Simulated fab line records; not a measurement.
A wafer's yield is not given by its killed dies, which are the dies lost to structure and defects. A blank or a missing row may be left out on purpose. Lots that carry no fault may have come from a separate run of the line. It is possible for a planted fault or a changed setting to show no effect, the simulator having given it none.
Which tool was responsible? + flow rit_cmos + 6 lots, 18 wafers sampled, at 2 steps of a route of 202

## WHAT THE GAUGES SHOWED, per wafer
RIT_WELLDRIVE_RS_MEAS_01: measures by four-point-probe.
| lot  | measured    | on            | NWELL_RS (ohm/sq)                   |
|------|-------------|---------------|-------------------------------------|
| L672 | day 2 13:03 | film_metro-02 | 275.7 275.8 276.0                   |
| L675 | day 3 03:13 | film_metro-04 | 275.3 274.3 274.6                   |
| L678 | day 3 15:32 | film_metro-02 | 320.8 320.4 320.5 321.0 320.0 320.4 |
| L686 | day 5 09:22 | film_metro-01 | 275.8 275.7 276.1                   |
| L689 | day 5 22:16 | film_metro-02 | 275.9 276.2 275.5                   |
| L693 | day 6 19:52 | film_metro-02 | 274.5 275.3 275.1                   |

## EACH LOT AND THE TOOL THAT RAN IT (in order: tool; ch and the chambers of the sampled wafers; start)
| lot  | RIT_WELLDRIVE_ANNEAL_00      |
|------|------------------------------|
| L672 | furnace-01 ch 0, day 2 07:55 |
| L675 | furnace-04 ch 0, day 2 22:07 |
| L678 | furnace-03 ch 0, day 3 10:28 |
| L686 | furnace-04 ch 0, day 5 04:16 |
| L689 | furnace-01 ch 0, day 5 17:10 |
| L693 | furnace-01 ch 0, day 6 14:46 |
- RIT_WELLDRIVE_ANNEAL_00: time 14700 s.

## THE ANSWER, worked out from the rows above alone
Rule: the usual values come from the lots themselves. The widest of any qualifying gaps counts: lots, ordered by their means at a reading, are off when they make up no more than a third of the lots, leave a main group of 4 or more, and stand apart from it by 3 or more times the standard deviation of that group's means. A main group is skipped when, at the precision printed for the reading in the tables above, its means are all equal. Also off: a lot with no number at a reading for which 4 or more lots have one. The other lots that the step has rows for count as sound.
Off: at RIT_WELLDRIVE_RS_MEAS_01 (NWELL_RS), L678. Main group: mean 275.5 ohm/sq, sd 0.5.
If a tool, at a process step before that reading, ran all the lots that are off and no sound lot after the first of them, it fits. Those tools and the gauges at RIT_WELLDRIVE_RS_MEAS_01 are tried in the same way. One fits: furnace-03 at RIT_WELLDRIVE_ANNEAL_00. It ran no sound lot before its first lot that is off in this sample, so the start can't be narrowed down.

## WHAT HAD BEEN PUT IN BY THE SIMULATOR
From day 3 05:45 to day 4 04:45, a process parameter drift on furnace-03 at RIT_WELLDRIVE_ANNEAL_00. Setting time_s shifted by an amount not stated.
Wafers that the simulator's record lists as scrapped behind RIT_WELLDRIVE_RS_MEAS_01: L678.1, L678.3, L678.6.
Shown lots that were struck: L678. The rule given above showed the same thing.
